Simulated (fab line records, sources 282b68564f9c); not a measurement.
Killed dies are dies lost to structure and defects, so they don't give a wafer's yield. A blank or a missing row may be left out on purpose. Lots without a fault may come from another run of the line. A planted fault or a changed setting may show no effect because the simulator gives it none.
Which tool did it? | flow rit_cmos | 14 lots, 42 wafers sampled, at 3 steps of a route of 202

WHAT THE GAUGES READ, wafer by wafer
RIT_PWELL_TW_MEAS_10.
lot  | measured    | on            | PWELL_TW
L185 | day 2 00:09 | film_metro-01 | 961 964 963
L186 | day 2 05:37 | film_metro-04 | 960 965 963
L187 | day 2 09:49 | film_metro-04 | 960 959 965
L188 | day 2 18:41 | film_metro-04 | 967 967 965
L189 | day 2 22:02 | film_metro-01 | 965 967 961
L190 | day 3 02:52 | film_metro-03 | 942 943 944
L191 | day 3 13:13 | film_metro-01 | 952 956 948
L192 | day 3 17:26 | film_metro-03 | 937 935 940
L199 | day 5 02:39 | film_metro-04 | 2028 2028 2026
L200 | day 5 05:29 | film_metro-04 | 968 970 968
L201 | day 5 08:19 | film_metro-01 | 2013 2020 2006
L203 | day 5 19:44 | film_metro-03 | 942 941 948
L207 | day 6 13:55 | film_metro-04 | 962 957 967
L208 | day 6 18:20 | film_metro-04 | 967 965 962

RIT_WELLDRIVE_RS_MEAS_02: measures by four-point-probe.
lot  | measured    | on            | PWELL_RS (ohm/sq)
L185 | day 2 06:29 | film_metro-04 | 427.2 430.0 429.1
L186 | day 2 11:31 | film_metro-01 | 429.0 430.1 430.6
L187 | day 2 16:36 | film_metro-04 | 428.7 428.3 429.8
L188 | day 3 00:49 | film_metro-03 | 428.9 428.8 428.0
L189 | day 3 06:50 | film_metro-01 | 428.9 427.9 429.4
L190 | day 3 11:55 | film_metro-04 | 427.0 428.6 428.9
L191 | day 3 18:40 | film_metro-03 | 429.2 429.2 429.3
L192 | day 3 23:44 | film_metro-03 | 429.7 429.0 427.4
L199 | day 5 07:55 | film_metro-04 | 98.3 98.3 98.2
L200 | day 5 11:57 | film_metro-01 | 432.1 430.4 429.7
L201 | day 5 13:35 | film_metro-04 | 98.2 98.2 98.1
L203 | day 6 01:01 | film_metro-03 | 428.4 428.1 427.7
L207 | day 6 20:20 | film_metro-01 | 428.8 429.8 430.6
L208 | day 6 23:36 | film_metro-03 | 427.9 427.3 428.6

WHICH TOOL RAN EACH LOT (tool, then ch and the chambers of the sampled wafers, then the start)
lot  | RIT_PWELL_IMPLANT_08
L185 | implanter-01 ch 0, day 1 23:50
L186 | implanter-04 ch 0, day 2 05:18
L187 | implanter-03 ch 0, day 2 09:29
L188 | implanter-01 ch 0, day 2 18:23
L189 | implanter-04 ch 0, day 2 21:42
L190 | implanter-01 ch 0, day 3 02:33
L191 | implanter-04 ch 0, day 3 12:53
L192 | implanter-03 ch 0, day 3 17:07
L199 | implanter-03 ch 0, day 5 02:19
L200 | implanter-04 ch 0, day 5 05:10
L201 | implanter-03 ch 0, day 5 08:01
L203 | implanter-01 ch 0, day 5 19:26
L207 | implanter-04 ch 0, day 6 13:35
L208 | implanter-01 ch 0, day 6 18:01
- RIT_PWELL_IMPLANT_08

WHAT THE TOOLS THEMSELVES READ (means of the sampled wafers that have a number; where no wafer has one, the mark that the record gives instead)
RIT_PWELL_IMPLANT_08.
lot  | tool         | beam_on_s (s) | dose_ions_cm2 | end_station_pressure_torr (Torr) | faraday_current_uA
L185 | implanter-01 | 9.93          | 6.999e+13     | 5.13e-06                         | 224
L186 | implanter-04 | 9.93          | 7.002e+13     | 5.09e-06                         | 223
L187 | implanter-03 | 9.79          | 6.989e+13     | 5.10e-06                         | 226
L188 | implanter-01 | 9.99          | 7.005e+13     | 4.79e-06                         | 222
L189 | implanter-04 | 10.07         | 6.993e+13     | 4.99e-06                         | 220
L190 | implanter-01 | 10.15         | 6.998e+13     | 5.07e-06                         | 219
L191 | implanter-04 | 10.06         | 6.993e+13     | 5.18e-06                         | 221
L192 | implanter-03 | 10.13         | 6.986e+13     | 5.03e-06                         | 219
L199 | implanter-03 | 15.55         | 6.999e+14     | 5.94e-06                         | 1430
L200 | implanter-04 | 10.05         | 7.008e+13     | 5.21e-06                         | 221
L201 | implanter-03 | 15.19         | 7.000e+14     | 6.19e-06                         | 1459
L203 | implanter-01 | 9.92          | 6.996e+13     | 5.10e-06                         | 224
L207 | implanter-04 | 9.71          | 6.990e+13     | 5.50e-06                         | 229
L208 | implanter-01 | 9.94          | 7.001e+13     | 4.89e-06                         | 224

THE ANSWER, worked out from the rows above alone
Rule: what is usual is taken from the lots themselves. Put in order of their means at a reading, lots are off if they are a third of the lots or fewer, leave a main group of 4 or more, and stand apart from it by a gap of 3 or more times the standard deviation of the main group's means; of several such gaps the widest counts. A main group whose means are all the same, to the digits that the tables above print for the reading, isn't used. A lot without any number at a reading at which 4 lots or more have one is off too. The other lots that the step has rows for count as sound. The gauges are gone through in route order, then the tools' own readings, and for those a lot's mean is taken as printed above. The first step at which some lot is off is used, and at that step the reading that is off furthest; a lot without a number counts as furthest.
Off: L199, L201, at RIT_PWELL_TW_MEAS_10 (PWELL_TW). The main group: mean 957, standard deviation 10.
A tool fits if, at a process step before that reading, it ran every lot that is off, and no sound lot after the first of them. The gauges at RIT_PWELL_TW_MEAS_10 aren't tried: what is off there is off at RIT_PWELL_IMPLANT_08 too, on other tools, and a gauge's error can't cause that. One fits: implanter-03 at RIT_PWELL_IMPLANT_08. Its last sound lot is L192 (day 3 17:07), its first lot that is off L199 (day 5 02:19): a fault that began between those two fits.
The tool's own readings at RIT_PWELL_IMPLANT_08 bear it out: on the lots that are off they differ by more than 5 times the standard deviation of the sound lots' means. beam_on_s reads 15.37 s there against 9.97 s on the sound lots; dose_ions_cm2 reads 7.000e+14 there against 6.997e+13 on the sound lots; end_station_pressure_torr reads 6.07e-06 Torr there against 5.09e-06 Torr on the sound lots; faraday_current_uA reads 1444 there against 223 on the sound lots.

WHAT THE SIMULATOR HAD PUT IN
Process parameter drift: implanter-03, from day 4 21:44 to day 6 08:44, at RIT_PWELL_IMPLANT_08. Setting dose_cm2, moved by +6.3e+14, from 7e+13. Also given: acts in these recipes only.
Lots struck among those shown: L199, L201. The rule above found the same.
